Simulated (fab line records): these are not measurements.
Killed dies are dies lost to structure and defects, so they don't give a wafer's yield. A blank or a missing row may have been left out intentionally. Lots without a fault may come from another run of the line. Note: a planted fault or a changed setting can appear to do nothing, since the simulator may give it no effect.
Which tool did it? | flow rit-cmos | route of 202 steps, sampled at 1 step: 14 lots, 42 wafers

== WHAT THE GAUGES READ, wafer by wafer ==
The record holds no reading of a measuring or inspecting step that can be judged against a usual standard deviation.

== TOOL THAT RAN EACH LOT (tool first, then ch and the chambers of the sampled wafers, then the start) ==
lot  | RIT_GATE_ETCH_19
L950 | rie-si-02 ch 1,2, day 2 12:19
L952 | rie-si-02 ch 0,1, day 2 22:52
L955 | rie-si-01 ch 0,2,3, day 3 13:56
L956 | rie-si-02 ch 1,2,3, day 3 18:01
L957 | rie-si-01 ch 0,1,2, day 4 00:35
L958 | rie-si-02 ch 1,2,3, day 4 05:58
L959 | rie-si-02 ch 0,2, day 4 11:10
L960 | rie-si-02 ch 0,2,3, day 4 14:24
L961 | rie-si-01 ch 0,2,3, day 4 20:02
L963 | rie-si-01 ch 0,2,3, day 5 05:56
L968 | rie-si-02 ch 2,3, day 6 10:19
L970 | rie-si-02 ch 1,3, day 6 20:13
L971 | rie-si-01 ch 1,2,3, day 7 01:23
L973 | rie-si-01 ch 0,1,2, day 7 19:32
- RIT_GATE_ETCH_19: etches poly-Si in SF6/CHF3/O2, stops on SiO2, time 165 s, target depth 312.5 nm.

== WHAT THE TOOLS THEMSELVES READ (means of the sampled wafers that have a number; where no wafer has one, the mark that the record gives instead) ==
RIT_GATE_ETCH_19.
lot  | tool      | drypump-motor-current-A (A) | oes-product-au (a.u.) | rf-fwd-power-W (W) | throttle-valve-pct (%)
L950 | rie-si-02 | 5.0                         | 0.825                 | 159.6              | 10.28
L952 | rie-si-02 | 5.1                         | 0.820                 | 159.0              | 10.24
L955 | rie-si-01 | 5.8                         | 0.831                 | 159.0              | 10.39
L956 | rie-si-02 | 5.0                         | 0.822                 | 159.8              | 10.30
L957 | rie-si-01 | 5.8                         | 0.832                 | 159.7              | 10.31
L958 | rie-si-02 | 5.0                         | 0.835                 | 159.5              | 10.30
L959 | rie-si-02 | 5.3                         | 0.843                 | 159.7              | 10.24
L960 | rie-si-02 | 5.2                         | 0.829                 | 159.3              | 10.27
L961 | rie-si-01 | 5.8                         | 0.826                 | 159.2              | 10.37
L963 | rie-si-01 | 5.8                         | 0.826                 | 159.3              | 10.38
L968 | rie-si-02 | 5.0                         | 0.822                 | 142.1              | 10.34
L970 | rie-si-02 | 4.9                         | 0.822                 | 151.0              | 10.30
L971 | rie-si-01 | 5.3                         | 0.842                 | 159.8              | 10.27
L973 | rie-si-01 | 5.8                         | 0.829                 | 159.7              | 10.31

== THE ANSWER, worked out from the rows above alone ==
Rule: the usual values come from the lots themselves. Put in order of their means at a reading, lots are off if they are a third of the lots or fewer, leave a main group of 4 or more, and stand apart from it by a gap of 3 or more times the standard deviation of the main group's means; of several such gaps the widest counts. A main group whose means are all the same, to the digits that the tables above print for the reading, isn't used. A lot without any number at a reading at which 4 lots or more have one is off too. The other lots that the step has rows for count as sound. First the gauges in route order, then the tools' own readings, where a lot's mean is used as printed above. The first step at which some lot is off is used, and at that step the reading that is off furthest; a lot without a number counts as furthest.
Off: L968, L970 (RIT_GATE_ETCH_19, rf-fwd-power-W). The main group: mean 159.5 W, standard deviation 0.28.
If a tool, at that step or one of the process steps before it, ran each lot that is off and ran no sound lot following the first of them, it fits. One fits: RIT_GATE_ETCH_19 on rie-si-02. Its last sound lot is L960 (day 4 14:24), its first lot that is off L968 (day 6 10:19): a fault that began between those two fits.
On the lots that are off, the tool's own readings at RIT_GATE_ETCH_19 differ by more than 5 times the standard deviation of the sound lots' means, which bears it out; rf-fwd-power-W reads 146.6 W there versus 159.5 W on the sound lots.

== WHAT THE SIMULATOR HAD INSERTED ==
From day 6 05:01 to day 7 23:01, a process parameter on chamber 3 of rie-si-02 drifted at RIT_GATE_ETCH_19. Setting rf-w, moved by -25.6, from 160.
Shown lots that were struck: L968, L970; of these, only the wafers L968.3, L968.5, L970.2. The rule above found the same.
